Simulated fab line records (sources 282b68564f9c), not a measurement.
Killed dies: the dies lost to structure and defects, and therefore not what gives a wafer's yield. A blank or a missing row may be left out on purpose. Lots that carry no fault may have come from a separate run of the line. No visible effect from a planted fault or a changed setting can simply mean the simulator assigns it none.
Which of the tools did it? | flow rit cmos | 7 lots, 21 wafers sampled, at 3 steps of a route of 202

## WHAT THE GAUGES READ, wafer by wafer
RIT_CONTACT_CD_MEAS_90: target cd 1000 nm.
lot  | measured    | on        | cd nm (nm)
L637 | day 3 17:37 | cd sem-01 | 996.6 997.3 995.0
L639 | day 4 01:25 | cd sem-01 | 996.5 997.8 997.2
L642 | day 4 14:28 | cd sem-02 | 999.1 999.5 997.8
L644 | day 5 02:34 | cd sem-02 | - - -
L648 | day 5 22:37 | cd sem-02 | 1002.0 1000.0 999.8
L653 | day 6 22:15 | cd sem-02 | 996.7 996.8 999.8
L657 | day 8 00:19 | cd sem-01 | 996.2 997.4 998.3

## EACH LOT AND THE TOOL THAT RAN IT (in order: tool; ch and the chambers of the sampled wafers; start)
lot  | RIT_ACTIVE_STRIP_14                 | RIT_CONTACT_ETCH_11
L637 | plasma asher-01 ch 0,1, day 2 00:58 | rie diel-01 ch 0,1,2, day 3 17:13
L639 | plasma asher-02 ch 0,1, day 2 11:05 | rie diel-02 ch 0,2, day 4 01:00
L642 | plasma asher-03 ch 0,1, day 3 02:05 | rie diel-01 ch 0,1,2, day 4 14:03
L644 | plasma asher-03 ch 0,1, day 3 14:02 | rie diel-03 ch 2,3, day 5 02:09
L648 | plasma asher-01 ch 0,1, day 4 07:50 | rie diel-03 ch 1,3, day 5 22:13
L653 | plasma asher-03 ch 0,1, day 5 08:58 | rie diel-03 ch 0,3, day 6 21:53
L657 | plasma asher-02 ch 0,1, day 6 04:58 | rie diel-01 ch 0,2, day 7 23:55
- RIT_ACTIVE_STRIP_14: strips in O2, time 180 s.
- RIT_CONTACT_ETCH_11: etches SiO2 in CHF3/CF4/Ar, stops on TiSi2, target depth 480 nm, time 320 s.

## THE ANSWER, worked out from the rows above alone
Rule: the lots themselves supply what counts as usual. Put in order of their means at a reading, lots are off if they are a third of the lots or fewer, leave a main group of 4 or more, and stand apart from it by a gap of 3 or more times the standard deviation of the main group's means; of several such gaps the widest counts. The tables above print the reading to a certain number of digits; a main group whose means all agree to those digits is not used. A lot without any number at a reading at which 4 lots or more have one is off too. Where the step has rows for the other lots, those lots are counted as sound.
Off: L644, at RIT_CONTACT_CD_MEAS_90 (cd nm). Without a number there: L644. Main group: mean 998.0 nm, sd 1.4.
A tool fits if, at a process step before that reading, it ran every lot that is off, and no sound lot after the first of them. Those tools and the gauges at RIT_CONTACT_CD_MEAS_90 are tried in the same way. No candidate that was tried fits.

## WHAT THE SIMULATOR HAD INSERTED
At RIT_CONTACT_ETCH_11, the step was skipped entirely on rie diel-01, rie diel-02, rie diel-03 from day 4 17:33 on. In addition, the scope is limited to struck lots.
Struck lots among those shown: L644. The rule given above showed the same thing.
